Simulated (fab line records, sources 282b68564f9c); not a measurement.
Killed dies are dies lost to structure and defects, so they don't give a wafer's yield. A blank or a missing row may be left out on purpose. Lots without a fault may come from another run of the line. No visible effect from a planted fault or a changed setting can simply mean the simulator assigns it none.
Tool commonality check    flow rit-cmos    Lots sampled 14, wafers sampled 42

THE REASON FOR OPENING IT
2 of 14 lots carry a flag on the reading NRETRO_TW at RIT_NRETRO_TW_MEAS_10. Fault-free wafers read 1053, with a standard deviation of 9.7.
Rule: a lot is flagged in two cases, either no wafer of it has a number, or all its wafers with numbers fall more than 4 standard deviations from that mean. The rest of the lots are taken to be sound.

lot   measured     on             NRETRO_TW, wafer by wafer  flag
L979  day 2 05:40  film-metro-03  1055 1045 1045             
L981  day 2 15:22  film-metro-03  1050 1048 1049             
L982  day 2 21:32  film-metro-03  1051 1050 1050             
L984  day 3 06:48  film-metro-03  1046 1051 1054             
L985  day 3 11:56  film-metro-02  1065 1067 1066             
L986  day 3 17:43  film-metro-02  1067 1071 1070             
L987  day 3 22:42  film-metro-03  1054 1055 1057             
L991  day 4 18:07  film-metro-01  1038 1032 1032             
L993  day 5 03:40  film-metro-02  1002 1002 998              FLAGGED
L995  day 5 14:20  film-metro-03  990 989 985                FLAGGED
L997  day 6 00:30  film-metro-03  1057 1058 1052             
L998  day 6 06:38  film-metro-02  1058 1054 1061             
L100  day 6 16:53  film-metro-03  1054 1058 1052             
L102  day 7 05:34  film-metro-02  1063 1064 1059             
On average the flagged lots' numbers are 994, which is -59 against the usual, or -6 standard deviations.

WHICH TOOL EACH LOT WENT THROUGH
The record keeps 1 process step preceding the reading, out of 202 steps on the route. In each cell: the tool, then ch and the chambers that the sampled wafers went through, then the start.
lot   flag     RIT_NRETRO_IMPLANT_08
L979           implanter-01 ch 0, day 2 05:21
L981           implanter-03 ch 0, day 2 15:02
L982           implanter-04 ch 0, day 2 21:13
L984           implanter-03 ch 0, day 3 06:31
L985           implanter-01 ch 0, day 3 11:37
L986           implanter-04 ch 0, day 3 17:24
L987           implanter-04 ch 0, day 3 22:22
L991           implanter-01 ch 0, day 4 17:42
L993  FLAGGED  implanter-03 ch 0, day 5 03:22
L995  FLAGGED  implanter-03 ch 0, day 5 14:01
L997           implanter-01 ch 0, day 6 00:11
L998           implanter-01 ch 0, day 6 06:18
L100           implanter-01 ch 0, day 6 16:34
L102           implanter-01 ch 0, day 7 05:16
What the steps here do:
- RIT_NRETRO_IMPLANT_08
- RIT_NRETRO_TW_MEAS_10

FLAGGED OVER TOTAL, TOOL BY TOOL (the gauges that took the reading come last)
step                   tool           lots run  flagged  share of the flagged lots  sound lots run after its first flagged lot
RIT_NRETRO_IMPLANT_08  implanter-01   7         0        none                       -
RIT_NRETRO_IMPLANT_08  implanter-03   4         2        all                        0
RIT_NRETRO_IMPLANT_08  implanter-04   3         0        none                       -
RIT_NRETRO_TW_MEAS_10  film-metro-01  1         0        none                       -
RIT_NRETRO_TW_MEAS_10  film-metro-02  5         1        some                       2 (L998,L102)
RIT_NRETRO_TW_MEAS_10  film-metro-03  8         1        some                       2 (L997,L100)

WHAT THE TABLE PERMITS
1 row of the table ran every flagged lot: implanter-03 at RIT_NRETRO_IMPLANT_08.
- implanter-03 at RIT_NRETRO_IMPLANT_08 ran 4 lots, 2 of them flagged. Its last sound lot is L984 (day 3 06:31), its first flagged lot L993 (day 5 03:22): a fault that began between those two fits. Its own readings lie more than 4 standard deviations out on every wafer of the flagged lots: dose-ions-cm2, faraday-current-uA.
implanter-03 at RIT_NRETRO_IMPLANT_08 is the single tool remaining.

WHAT THE SIMULATOR PUT IN
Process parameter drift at RIT_NRETRO_IMPLANT_08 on implanter-03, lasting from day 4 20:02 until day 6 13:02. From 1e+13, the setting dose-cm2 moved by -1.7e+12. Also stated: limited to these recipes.
Shown lots that were struck: L993, L995. Same finding as the rule above.
